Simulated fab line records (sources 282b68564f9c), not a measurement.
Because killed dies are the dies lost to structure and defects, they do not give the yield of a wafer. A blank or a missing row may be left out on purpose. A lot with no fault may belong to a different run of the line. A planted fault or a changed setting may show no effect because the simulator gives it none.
The tool behind it: which one? / flow rit_cmos / 15 lots, 45 wafers sampled, at 2 steps of a route of 202

WHAT THE GAUGES SHOWED, per wafer
RIT_NRETRO_OVL_MEAS_06. Usual: NRETRO_OVL -1.4 nm, standard deviation 1.3.
lot=L553; measured=day 3 03:01; on=overlay-02; NRETRO_OVL (nm)=-2.2 -1.7 -2.8; flag=
lot=L555; measured=day 3 14:48; on=overlay-02; NRETRO_OVL (nm)=-1.8 -1.5 -1.6; flag=
lot=L556; measured=day 3 17:47; on=overlay-02; NRETRO_OVL (nm)=-3.6 -2.8 -2.5; flag=
lot=L557; measured=day 3 22:56; on=overlay-01; NRETRO_OVL (nm)=-1.5 -0.8 -3.0; flag=
lot=L558; measured=day 4 02:11; on=overlay-02; NRETRO_OVL (nm)=-2.9 -2.3 -1.9; flag=
lot=L560; measured=day 4 09:53; on=overlay-01; NRETRO_OVL (nm)=-3.8 -2.2 -3.7; flag=
lot=L563; measured=day 5 04:01; on=overlay-02; NRETRO_OVL (nm)=418.0 420.5 418.8; flag=OFF
lot=L564; measured=day 5 05:04; on=overlay-01; NRETRO_OVL (nm)=420.1 418.2 418.4; flag=OFF
lot=L565; measured=day 5 13:43; on=overlay-01; NRETRO_OVL (nm)=417.6 419.3 419.8; flag=OFF
lot=L566; measured=day 5 17:39; on=overlay-02; NRETRO_OVL (nm)=-2.0 0.8 0.7; flag=
lot=L567; measured=day 5 19:31; on=overlay-01; NRETRO_OVL (nm)=-1.6 -0.4 -1.4; flag=
lot=L570; measured=day 6 12:47; on=overlay-02; NRETRO_OVL (nm)=-0.5 0.5 -0.8; flag=
lot=L571; measured=day 6 17:53; on=overlay-02; NRETRO_OVL (nm)=-0.5 -1.5 -0.2; flag=
lot=L572; measured=day 6 21:07; on=overlay-02; NRETRO_OVL (nm)=-2.4 -2.4 -1.1; flag=
lot=L573; measured=day 7 03:27; on=overlay-01; NRETRO_OVL (nm)=2.2 0.1 1.4; flag=

WHICH TOOL RAN EACH LOT (tool, then ch and the chambers of the sampled wafers, then the start)
lot=L553; RIT_NRETRO_EXPOSE_03=iline_stepper-02 ch 0, day 3 02:28
lot=L555; RIT_NRETRO_EXPOSE_03=iline_stepper-01 ch 0, day 3 14:23
lot=L556; RIT_NRETRO_EXPOSE_03=iline_stepper-02 ch 0, day 3 17:21
lot=L557; RIT_NRETRO_EXPOSE_03=iline_stepper-01 ch 0, day 3 22:27
lot=L558; RIT_NRETRO_EXPOSE_03=iline_stepper-02 ch 0, day 4 01:46
lot=L560; RIT_NRETRO_EXPOSE_03=iline_stepper-01 ch 0, day 4 09:28
lot=L563; RIT_NRETRO_EXPOSE_03=iline_stepper-02 ch 0, day 5 03:35
lot=L564; RIT_NRETRO_EXPOSE_03=iline_stepper-02 ch 0, day 5 04:40
lot=L565; RIT_NRETRO_EXPOSE_03=iline_stepper-02 ch 0, day 5 13:17
lot=L566; RIT_NRETRO_EXPOSE_03=iline_stepper-01 ch 0, day 5 17:16
lot=L567; RIT_NRETRO_EXPOSE_03=iline_stepper-01 ch 0, day 5 19:05
lot=L570; RIT_NRETRO_EXPOSE_03=iline_stepper-01 ch 0, day 6 12:22
lot=L571; RIT_NRETRO_EXPOSE_03=iline_stepper-01 ch 0, day 6 17:29
lot=L572; RIT_NRETRO_EXPOSE_03=iline_stepper-01 ch 0, day 6 20:44
lot=L573; RIT_NRETRO_EXPOSE_03=iline_stepper-01 ch 0, day 7 03:02
- RIT_NRETRO_EXPOSE_03: exposes mask M4, target cd 43900 nm.

WHAT THE TOOLS THEMSELVES READ (means of the sampled wafers that have a number; where no wafer has one, the mark that the record gives instead)
RIT_NRETRO_EXPOSE_03. Usual: exposure_dose_mJ_cm2 reads 250.02 (standard deviation 0.23).
lot=L553 tool=iline_stepper-02 exposure_dose_mJ_cm2=250.15 flag=
lot=L555 tool=iline_stepper-01 exposure_dose_mJ_cm2=249.89 flag=
lot=L556 tool=iline_stepper-02 exposure_dose_mJ_cm2=249.95 flag=
lot=L557 tool=iline_stepper-01 exposure_dose_mJ_cm2=249.86 flag=
lot=L558 tool=iline_stepper-02 exposure_dose_mJ_cm2=250.26 flag=
lot=L560 tool=iline_stepper-01 exposure_dose_mJ_cm2=250.26 flag=
lot=L563 tool=iline_stepper-02 exposure_dose_mJ_cm2=250.23 flag=
lot=L564 tool=iline_stepper-02 exposure_dose_mJ_cm2=250.12 flag=
lot=L565 tool=iline_stepper-02 exposure_dose_mJ_cm2=249.82 flag=
lot=L566 tool=iline_stepper-01 exposure_dose_mJ_cm2=250.04 flag=
lot=L567 tool=iline_stepper-01 exposure_dose_mJ_cm2=250.07 flag=
lot=L570 tool=iline_stepper-01 exposure_dose_mJ_cm2=250.10 flag=
lot=L571 tool=iline_stepper-01 exposure_dose_mJ_cm2=249.87 flag=
lot=L572 tool=iline_stepper-01 exposure_dose_mJ_cm2=249.80 flag=
lot=L573 tool=iline_stepper-01 exposure_dose_mJ_cm2=250.38 flag=

THE ANSWER, worked out from the rows above alone
Rule: lot off if the mean of its wafers having a number is beyond 3 standard deviations from the usual mean. A lot without any number at a reading at which 4 lots or more have one is off too. Where the step has rows for the other lots, those lots are counted as sound. First the gauges in route order, then the tools' own readings, where a lot's mean is used as printed above. At the first step where some lot is off, the reading lying furthest off is the one used; lots without a number count as furthest.
Off: L563, L564, L565, seen at RIT_NRETRO_OVL_MEAS_06 (NRETRO_OVL).
A tool fits if, at a process step before that reading, it ran every lot that is off, and no sound lot after the first of them. Gauges at RIT_NRETRO_OVL_MEAS_06: tried the same way as those tools. One fits: RIT_NRETRO_EXPOSE_03 on iline_stepper-02. Its last sound lot is L558 (day 4 01:46), its first lot that is off L563 (day 5 03:35): a fault that began between those two fits.

WHAT THE SIMULATOR HAD INSERTED
Scanner matching overlay: iline_stepper-02, from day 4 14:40 on, at RIT_NRETRO_EXPOSE_03. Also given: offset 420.
Lots struck among those shown: L563, L564, L565. The rule given above showed the same thing.
